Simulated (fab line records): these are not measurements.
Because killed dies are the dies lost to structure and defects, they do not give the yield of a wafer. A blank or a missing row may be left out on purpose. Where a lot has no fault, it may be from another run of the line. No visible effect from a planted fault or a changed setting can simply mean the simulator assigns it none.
fab line records	flow ritCmos
record: lots: 14	wafers: 42	lastDay: 8
route steps=202 shown ACTIVE@3 NRETRO@55 SPACER@129 NSD@137 M1@202
lots with no fault: from the same line, run without faults
startH: start of the lot's first displayed wafer, in hours after the record's first day	waitH: hours elapsed since this lot's preceding step	" identical to the entry in the row above	L1.1+2: a row that stands for several wafers	- value missing, or start not given	* or withheld: withheld	< > ~ a bound
route shown NAME@n: NAME is a module with steps in the file, n the number in the route of the first one	usual: mean/standard deviation of fault-free wafers	same: alike in all rows	chamber/n: place in a boat	sites: readings site by site	_std_site: the values' standard deviation	_edge_site: outer sites' mean less inner sites'	radiusMm: for every site, how far away it sits from the centre of the wafer	mask NAME#n: copy n	behind: the most recent tool/chamber to have shaped the wafer	hold: cause of the lot's hold/its duration in hours/its outcome	device: transistor that didn't switch, given as n, p or np	end of line: tests run on the same wafers once the route is complete	for a step that has no rows: nothing shown but its recipe	killed: count of dies lost to structure and defects at first sort (not the wafer's yield)	map: the dies of a wafer, with x for killed, . for not killed, _ for no die there
set.NAME: the setting the step ran with; set.NAME@STEP: the setting that earlier step ran with	model.NAME: the simulator's own value behind a step, which no gauge read
route steps across a sampled set of lots; one table per step, one row per wafer
== steps ==
step: RIT_ACTIVE_THK_MEAS_02
recipe: reads: SiO2_of_ACTIVE_OXIDATION_01
usual: ACTIVE_OXIDE_THK: 47.0/0.8
lot.wafer	tool	chamber	startH	waitH	ACTIVE_OXIDE_THK[nm]
L660.1	filmMetro-02	-	12.36	0.0	46.2
L660.3	"	-	"	"	46.8
L660.6	"	-	"	"	46.5
L663.4	filmMetro-02	-	28.44	0.0	48.0
L663.5	"	-	"	"	47.5
L663.6	"	-	"	"	48.3
L664.2	filmMetro-02	-	34.07	0.0	46.2
L664.4	"	-	"	"	46.2
L664.5	"	-	"	"	47.3
L666.2	filmMetro-02	-	43.82	0.0	47.9
L666.5	"	-	"	"	47.5
L666.6	"	-	"	"	48.7
L667.1	filmMetro-02	-	50.93	0.0	47.5
L667.2	"	-	"	"	47.3
L667.3	"	-	"	"	46.5
L668.2	filmMetro-01	-	53.09	0.0	46.4
L668.3	"	-	"	"	45.1
L668.6	"	-	"	"	46.1
L670.3	filmMetro-01	-	63.32	0.0	47.2
L670.4	"	-	"	"	47.1
L670.6	"	-	"	"	47.0
L671.2	filmMetro-03	-	68.04	0.0	46.7
L671.5	"	-	"	"	46.7
L671.6	"	-	"	"	46.1
L672.1	filmMetro-03	-	76.46	0.0	47.1
L672.3	"	-	"	"	47.3
L672.5	"	-	"	"	47.3
L673.2	filmMetro-01	-	79.72	0.0	46.9
L673.3	"	-	"	"	46.6
L673.5	"	-	"	"	46.8
L679.1	filmMetro-01	-	107.58	0.0	46.9
L679.3	"	-	"	"	46.7
L679.6	"	-	"	"	47.2
L680.4	filmMetro-03	-	113.12	0.0	46.9
L680.5	"	-	"	"	47.2
L680.6	"	-	"	"	47.2
L682.1	filmMetro-03	-	122.57	0.0	46.5
L682.3	"	-	"	"	46.5
L682.4	"	-	"	"	47.4
L683.2	filmMetro-03	-	127.29	0.0	46.7
L683.3	"	-	"	"	47.0
L683.6	"	-	"	"	47.3
step: RIT_NRETRO_SOFTBAKE_02
recipe: resist: NOVOLAK	tempC: 90	timeS: 60
usual: exhaustPa: 45.0/0.88	heaterPowerTotalW: 34.56/0.051	plateTempC: 90.00/0.12
lot.wafer	tool	chamber	startH	waitH	exhaustPa	heaterPowerTotalW	plateTempC
L660.1	lithoTrack-01	0	29.07	0.1	45.9	34.60	89.94
L660.3	"	0	"	"	45.9	34.59	90.15
L660.6	"	0	"	"	45.7	34.56	90.21
L663.4	lithoTrack-01	0	51.76	0.1	44.1	34.55	90.06
L663.5	"	0	"	"	43.3	34.64	90.08
L663.6	"	0	"	"	44.3	34.55	90.27
L664.2	lithoTrack-04	0	57.89	0.1	45.6	34.62	89.96
L664.4	"	0	"	"	44.8	34.60	89.82
L664.5	"	0	"	"	45.5	34.52	89.95
L666.2	lithoTrack-02	0	65.95	0.1	45.4	34.48	89.96
L666.5	"	0	"	"	46.4	34.53	89.69
L666.6	"	0	"	"	44.3	34.55	89.92
L667.1	lithoTrack-01	0	71.57	0.1	44.4	34.62	90.10
L667.2	"	0	"	"	44.4	34.56	90.09
L667.3	"	0	"	"	44.0	34.59	89.83
L668.2	lithoTrack-04	0	74.75	0.1	46.0	34.61	90.04
L668.3	"	0	"	"	44.9	34.56	90.00
L668.6	"	0	"	"	45.8	34.55	90.10
L670.3	lithoTrack-02	0	87.77	0.1	44.8	34.62	89.80
L670.4	"	0	"	"	42.8	34.56	90.13
L670.6	"	0	"	"	44.8	34.47	89.85
L671.2	lithoTrack-04	0	90.92	0.1	45.8	34.61	90.09
L671.5	"	0	"	"	44.6	34.49	90.05
L671.6	"	0	"	"	43.6	34.56	90.05
L672.1	lithoTrack-04	0	95.37	0.1	46.8	34.60	89.95
L672.3	"	0	"	"	46.6	34.53	89.81
L672.5	"	0	"	"	45.3	34.57	89.83
L673.2	lithoTrack-01	0	100.36	0.1	44.5	34.50	90.05
L673.3	"	0	"	"	44.9	34.53	89.99
L673.5	"	0	"	"	45.2	34.55	90.12
L679.1	lithoTrack-02	0	125.93	0.1	46.2	34.54	89.96
L679.3	"	0	"	"	43.8	34.56	89.99
L679.6	"	0	"	"	45.2	34.57	89.75
L680.4	lithoTrack-04	0	130.44	0.1	45.5	33.13	87.34
L680.5	"	0	"	"	45.8	33.08	87.40
L680.6	"	0	"	"	45.5	33.17	87.30
L682.1	lithoTrack-02	0	140.65	0.1	45.6	34.61	90.15
L682.3	"	0	"	"	46.3	34.50	89.93
L682.4	"	0	"	"	45.3	34.60	90.12
L683.2	lithoTrack-04	0	147.15	0.1	45.0	33.07	87.51
L683.3	"	0	"	"	44.9	33.12	87.57
L683.6	"	0	"	"	45.2	33.12	87.25
step: RIT_SPACER_THK_MEAS_04
recipe: reads: Si3N4_of_SPACER_CVD_03
usual: SPACER_NITRIDE_THK: 249.3/2.9
lot.wafer	tool	chamber	startH	waitH	SPACER_NITRIDE_THK[nm]
L660.1	filmMetro-02	-	54.43	0.0	250.2
L660.3	"	-	"	"	252.2
L660.6	"	-	"	"	251.1
L663.4	filmMetro-04	-	71.65	0.0	247.6
L663.5	"	-	"	"	249.4
L663.6	"	-	"	"	249.1
L664.2	filmMetro-01	-	81.54	0.0	252.3
L664.4	"	-	"	"	251.1
L664.5	"	-	"	"	250.9
L666.2	filmMetro-04	-	89.40	0.0	246.8
L666.5	"	-	"	"	249.3
L666.6	"	-	"	"	250.6
L667.1	filmMetro-04	-	93.28	0.0	250.3
L667.2	"	-	"	"	251.4
L667.3	"	-	"	"	251.9
L668.2	filmMetro-01	-	94.73	0.0	248.9
L668.3	"	-	"	"	248.0
L668.6	"	-	"	"	246.3
L670.3	filmMetro-01	-	106.80	0.0	249.9
L670.4	"	-	"	"	249.4
L670.6	"	-	"	"	247.9
L671.2	filmMetro-01	-	110.99	0.0	249.8
L671.5	"	-	"	"	251.1
L671.6	"	-	"	"	249.8
L672.1	filmMetro-01	-	116.48	0.0	249.1
L672.3	"	-	"	"	251.2
L672.5	"	-	"	"	250.0
L673.2	filmMetro-04	-	121.04	0.0	244.3
L673.3	"	-	"	"	245.9
L673.5	"	-	"	"	245.0
L679.1	filmMetro-04	-	147.11	0.0	246.4
L679.3	"	-	"	"	243.8
L679.6	"	-	"	"	246.8
L680.4	filmMetro-01	-	149.10	0.0	247.3
L680.5	"	-	"	"	249.4
L680.6	"	-	"	"	247.6
L682.1	filmMetro-04	-	162.81	0.0	245.5
L682.3	"	-	"	"	245.5
L682.4	"	-	"	"	246.1
L683.2	filmMetro-04	-	168.45	0.0	242.6
L683.3	"	-	"	"	243.7
L683.6	"	-	"	"	242.3
step: RIT_NSD_OVL_MEAS_06
usual: NSD_OVL: 0.8/1.3
lot.wafer	tool	chamber	startH	waitH	NSD_OVL[nm]
L660.1	overlay-02	-	55.49	-	0.6
L660.3	"	-	"	"	0.6
L660.6	"	-	"	"	0.7
L663.4	overlay-01	-	72.82	-	-0.5
L663.5	"	-	"	"	1.8
L663.6	"	-	"	"	0.4
L664.2	overlay-01	-	82.72	-	0.3
L664.4	"	-	"	"	0.2
L664.5	"	-	"	"	-0.3
L666.2	overlay-02	-	90.63	-	1.1
L666.5	"	-	"	"	3.7
L666.6	"	-	"	"	1.5
L667.1	overlay-01	-	94.47	-	2.1
L667.2	"	-	"	"	2.7
L667.3	"	-	"	"	2.8
L668.2	overlay-01	-	96.23	-	3.3
L668.3	"	-	"	"	2.5
L668.6	"	-	"	"	3.2
L670.3	overlay-01	-	107.86	-	1.2
L670.4	"	-	"	"	0.4
L670.6	"	-	"	"	-1.0
L671.2	overlay-02	-	112.14	-	0.3
L671.5	"	-	"	"	0.3
L671.6	"	-	"	"	-1.8
L672.1	overlay-01	-	117.71	-	-0.5
L672.3	"	-	"	"	-0.7
L672.5	"	-	"	"	0.0
L673.2	overlay-02	-	122.10	-	2.8
L673.3	"	-	"	"	2.2
L673.5	"	-	"	"	1.5
L679.1	overlay-02	-	148.17	-	-1.4
L679.3	"	-	"	"	0.0
L679.6	"	-	"	"	0.1
L680.4	overlay-02	-	150.15	-	-0.1
L680.5	"	-	"	"	0.0
L680.6	"	-	"	"	-1.9
L682.1	overlay-01	-	163.87	-	1.7
L682.3	"	-	"	"	0.8
L682.4	"	-	"	"	1.1
L683.2	overlay-02	-	169.63	-	1.8
L683.3	"	-	"	"	0.6
L683.6	"	-	"	"	1.6
step: RIT_M1_PROBE_99
usual: killedAtContacts: 0.1/0.37	killedAtFrontEnd: 6.9/2.9	killedDies: 7.1/2.9	killedOnRim: 1.9/1.4	killedOpen: 3.3/1.8	killedShort: 3.6/2.2
same: grossDies: 264	killed_at_M0_to_M3: 0	killed_at_M4_up: 0	killedAtBackSide: 0	killedAtOther: 0
lot.wafer	tool	chamber	startH	waitH	killedAtContacts	killedAtFrontEnd	killedDies	killedOnRim	killedOpen	killedShort
L660.1	prober-01	-	65.30	0.1	0	2	2	0	1	1
L660.3	prober-01	-	65.40	0.2	0	9	9	2	3	6
L660.6	prober-01	-	65.55	0.2	0	10	10	3	6	4
L663.4	prober-02	-	83.10	0.2	0	16	16	5	5	11
L663.5	prober-02	-	83.15	0.2	0	11	11	4	7	4
L663.6	prober-02	-	83.20	0.2	0	11	11	3	6	5
L664.2	prober-01	-	92.95	0.1	0	8	8	3	2	6
L664.4	prober-01	-	93.05	0.2	0	3	3	0	2	1
L664.5	prober-01	-	93.10	0.2	0	5	5	1	2	3
L666.2	prober-01	-	101.45	0.1	0	6	6	2	2	4
L666.5	prober-01	-	101.60	0.2	0	4	4	0	1	3
L666.6	prober-01	-	101.65	0.2	0	2	2	1	0	2
L667.1	prober-02	-	104.76	0.1	0	9	9	3	3	6
L667.2	prober-02	-	104.81	0.1	1	7	8	2	2	6
L667.3	prober-02	-	104.86	0.2	0	7	7	2	3	4
L668.2	prober-01	-	107.01	0.1	0	6	6	1	2	4
L668.3	prober-01	-	107.06	0.2	0	7	7	1	3	4
L668.6	prober-01	-	107.21	0.2	0	10	10	3	4	6
L670.3	prober-01	-	118.14	0.2	0	7	7	2	4	3
L670.4	prober-01	-	118.19	0.2	0	5	5	2	4	1
L670.6	prober-01	-	118.29	0.2	0	7	7	2	4	3
L671.2	prober-02	-	122.74	0.1	0	4	4	3	2	2
L671.5	prober-02	-	122.89	0.2	0	2	2	1	1	1
L671.6	prober-02	-	122.94	0.2	0	7	7	1	5	2
L672.1	prober-01	-	127.98	0.1	0	5	5	1	2	3
L672.3	prober-01	-	128.08	0.2	0	7	7	1	4	3
L672.5	prober-01	-	128.18	0.2	0	6	6	0	2	4
L673.2	prober-02	-	132.02	0.1	0	11	11	0	4	7
L673.3	prober-02	-	132.07	0.2	0	5	5	3	3	2
L673.5	prober-02	-	132.17	0.2	0	7	7	3	3	4
L679.1	prober-02	-	158.16	0.1	0	5	5	1	2	3
L679.3	prober-02	-	158.26	0.2	0	3	3	2	1	2
L679.6	prober-02	-	158.41	0.2	1	3	4	1	2	1
L680.4	prober-01	-	160.33	0.2	0	4	4	2	1	3
L680.5	prober-01	-	160.38	0.2	0	7	7	1	3	4
L680.6	prober-01	-	160.43	0.2	0	4	4	0	3	1
L682.1	prober-01	-	174.18	0.1	0	8	8	4	8	0
L682.3	prober-01	-	174.28	0.2	1	6	7	1	2	5
L682.4	prober-01	-	174.33	0.2	0	9	9	2	4	5
L683.2	prober-02	-	179.81	0.1	0	9	9	2	2	7
L683.3	prober-02	-	179.86	0.2	0	7	7	3	4	3
L683.6	prober-02	-	180.01	0.2	0	4	4	1	2	2
killed by level:class
L660.1 FOX1:geometricParticle:open=1 REOX:geometricParticle:short=1
L660.3 FOX2:geometricParticle:short=2 FOX1:geometricParticle:short=1 GATE:geometricParticle:open=1 REOX:geometricParticle:short=1 REOX:geometricParticle:open=1 SPACER:geometricParticle:short=1 SILICIDE:geometricParticle:open=1 SILICIDE:geometricParticle:short=1
L660.6 SILICIDE:geometricParticle:open=3 REOX:geometricParticle:open=2 SPACER:geometricParticle:short=2 FOX1:geometricParticle:open=1 FOX1:geometricParticle:short=1 SILICIDE:geometricParticle:short=1
L663.4 REOX:geometricParticle:short=5 GATE:geometricParticle:short=2 GATE:geometricParticle:open=2 REOX:geometricParticle:open=2 SPACER:geometricParticle:short=2 FOX1:geometricParticle:open=1 FOX1:geometricParticle:short=1 FOX2:geometricParticle:short=1
L663.5 FOX1:geometricParticle:short=3 GATE:geometricParticle:open=3 REOX:geometricParticle:open=3 SILICIDE:geometricParticle:open=1 REOX:geometricParticle:short=1
L663.6 FOX1:geometricParticle:open=3 GATE:geometricParticle:short=2 REOX:geometricParticle:open=2 REOX:geometricParticle:short=2 FOX1:geometricParticle:short=1 GATE:geometricParticle:open=1
L664.2 GATE:geometricParticle:short=4 GATE:geometricParticle:open=2 FOX2:geometricParticle:short=1 SPACER:geometricParticle:short=1
L664.4 FOX1:geometricParticle:short=1 GATE:geometricParticle:open=1 REOX:geometricParticle:open=1
L664.5 GATE:geometricParticle:short=3 FOX1:geometricParticle:open=1 REOX:geometricParticle:open=1
L666.2 SPACER:geometricParticle:short=2 FOX1:geometricParticle:open=1 GATE:geometricParticle:short=1 GATE:geometricParticle:open=1 SILICIDE:geometricParticle:short=1
L666.5 GATE:geometricParticle:short=1 GATE:geometricParticle:open=1 SPACER:geometricParticle:short=1 SILICIDE:geometricParticle:short=1
L666.6 FOX2:geometricParticle:short=1 SPACER:geometricParticle:short=1
L667.1 GATE:geometricParticle:short=3 SPACER:geometricParticle:short=2 FOX1:geometricParticle:short=1 FOX1:geometricParticle:open=1 GATE:geometricParticle:open=1 REOX:geometricParticle:open=1
L667.2 REOX:geometricParticle:short=3 FOX1:geometricParticle:short=1 FOX1:geometricParticle:open=1 GATE:geometricParticle:short=1 SPACER:geometricParticle:open=1 CONTACT:geometricParticle:short=1
L667.3 REOX:geometricParticle:short=2 FOX1:geometricParticle:short=1 GATE:geometricParticle:open=1 GATE:geometricParticle:short=1 SPACER:geometricParticle:open=1 SILICIDE:geometricParticle:open=1
L668.2 GATE:geometricParticle:short=2 FOX1:geometricParticle:open=1 REOX:geometricParticle:short=1 SPACER:geometricParticle:short=1 SPACER:geometricParticle:open=1
L668.3 FOX1:geometricParticle:open=2 FOX1:geometricParticle:short=1 FOX2:geometricParticle:short=1 SPACER:geometricParticle:short=1 SILICIDE:geometricParticle:short=1 SILICIDE:geometricParticle:open=1
L668.6 GATE:geometricParticle:short=5 FOX1:geometricParticle:open=2 GATE:geometricParticle:open=1 REOX:geometricParticle:open=1 SILICIDE:geometricParticle:short=1
L670.3 FOX2:geometricParticle:short=2 FOX2:geometricParticle:open=2 GATE:geometricParticle:short=1 GATE:geometricParticle:open=1 REOX:geometricParticle:open=1
L670.4 REOX:geometricParticle:open=2 FOX2:geometricParticle:open=1 GATE:geometricParticle:open=1 REOX:geometricParticle:short=1
L670.6 FOX1:geometricParticle:open=2 FOX2:geometricParticle:short=2 FOX1:geometricParticle:short=1 REOX:geometricParticle:open=1 SILICIDE:geometricParticle:open=1
L671.2 FOX2:geometricParticle:open=1 FOX2:geometricParticle:short=1 GATE:geometricParticle:short=1 SPACER:geometricParticle:open=1
L671.5 FOX1:geometricParticle:open=1 SPACER:geometricParticle:short=1
L671.6 GATE:geometricParticle:open=4 GATE:geometricParticle:short=1 REOX:geometricParticle:short=1 REOX:geometricParticle:open=1
L672.1 GATE:geometricParticle:open=1 GATE:geometricParticle:short=1 REOX:geometricParticle:short=1 SPACER:geometricParticle:short=1 SPACER:geometricParticle:open=1
L672.3 SPACER:geometricParticle:open=3 GATE:geometricParticle:open=1 GATE:geometricParticle:short=1 REOX:geometricParticle:short=1 SILICIDE:geometricParticle:short=1
L672.5 SILICIDE:geometricParticle:short=2 GATE:geometricParticle:open=1 GATE:geometricParticle:short=1 REOX:geometricParticle:short=1 SILICIDE:geometricParticle:open=1
L673.2 FOX1:geometricParticle:short=3 GATE:geometricParticle:short=2 SILICIDE:geometricParticle:short=2 FOX1:geometricParticle:open=1 FOX2:geometricParticle:open=1 GATE:geometricParticle:open=1 SILICIDE:geometricParticle:open=1
L673.3 SPACER:geometricParticle:open=2 GATE:geometricParticle:short=1 REOX:geometricParticle:short=1 REOX:geometricParticle:open=1
L673.5 GATE:geometricParticle:short=2 SPACER:geometricParticle:open=2 GATE:geometricParticle:open=1 REOX:geometricParticle:short=1 SILICIDE:geometricParticle:short=1
L679.1 REOX:geometricParticle:short=2 FOX2:geometricParticle:open=1 GATE:geometricParticle:open=1 GATE:geometricParticle:short=1
L679.3 FOX1:geometricParticle:short=1 GATE:geometricParticle:open=1 SILICIDE:geometricParticle:short=1
L679.6 FOX1:geometricParticle:short=1 REOX:geometricParticle:open=1 SILICIDE:geometricParticle:open=1 CONTACT:coatMicrobubblePrinted=1
L680.4 FOX2:geometricParticle:short=2 FOX1:geometricParticle:open=1 GATE:geometricParticle:short=1
L680.5 FOX2:geometricParticle:short=2 FOX2:geometricParticle:open=2 REOX:geometricParticle:short=1 SPACER:geometricParticle:short=1 SPACER:geometricParticle:open=1
L680.6 SPACER:geometricParticle:open=2 FOX1:geometricParticle:short=1 FOX1:geometricParticle:open=1
L682.1 REOX:geometricParticle:open=4 GATE:geometricParticle:open=3 FOX1:geometricParticle:open=1
L682.3 GATE:geometricParticle:short=2 SILICIDE:geometricParticle:short=2 REOX:geometricParticle:short=1 SPACER:geometricParticle:open=1 CONTACT:geometricParticle:open=1
L682.4 FOX1:geometricParticle:short=2 GATE:geometricParticle:short=2 GATE:geometricParticle:open=2 FOX2:geometricParticle:short=1 SPACER:geometricParticle:open=1 SILICIDE:geometricParticle:open=1
L683.2 FOX1:geometricParticle:short=3 GATE:geometricParticle:short=3 GATE:geometricParticle:open=2 REOX:geometricParticle:short=1
L683.3 GATE:geometricParticle:open=3 GATE:geometricParticle:short=3 FOX2:geometricParticle:open=1
L683.6 REOX:geometricParticle:short=2 GATE:geometricParticle:open=1 SPACER:geometricParticle:open=1
== key ==
firstSign: step: RIT_NRETRO_SOFTBAKE_02	reading: heaterPowerTotalW	direction: down	sigmas: 28	usual: 34.56	struck: 33.12
effect: step: RIT_NRETRO_SOFTBAKE_02	reading: plateTempC	direction: down	sigmas: 22	usual: *	struck: *
metAt RIT_NRETRO_SOFTBAKE_02
struckLots L680,L683
testerLeftOut L680,L683
notActingAt RIT_ACTIVE_THK_MEAS_02,RIT_SPACER_THK_MEAS_04,RIT_NSD_OVL_MEAS_06
onsetBetween 95.37 130.44
fault: kind: processParameterDrift	tool: lithoTrack-04	chamber: -	onsetH: 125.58	steps: RIT_NRETRO_SOFTBAKE_02	channel: tempC	offset: *	shape: step	endH: 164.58	actsIn: *	stated: *
testerLeftOut: of these lots the tester's yield and bins aren't shown, on N5 and GAA mostly nor the transistor test; their killed dies are dies lost to structure and defects alone, not to doping, threshold or leakage, so they don't give the yield
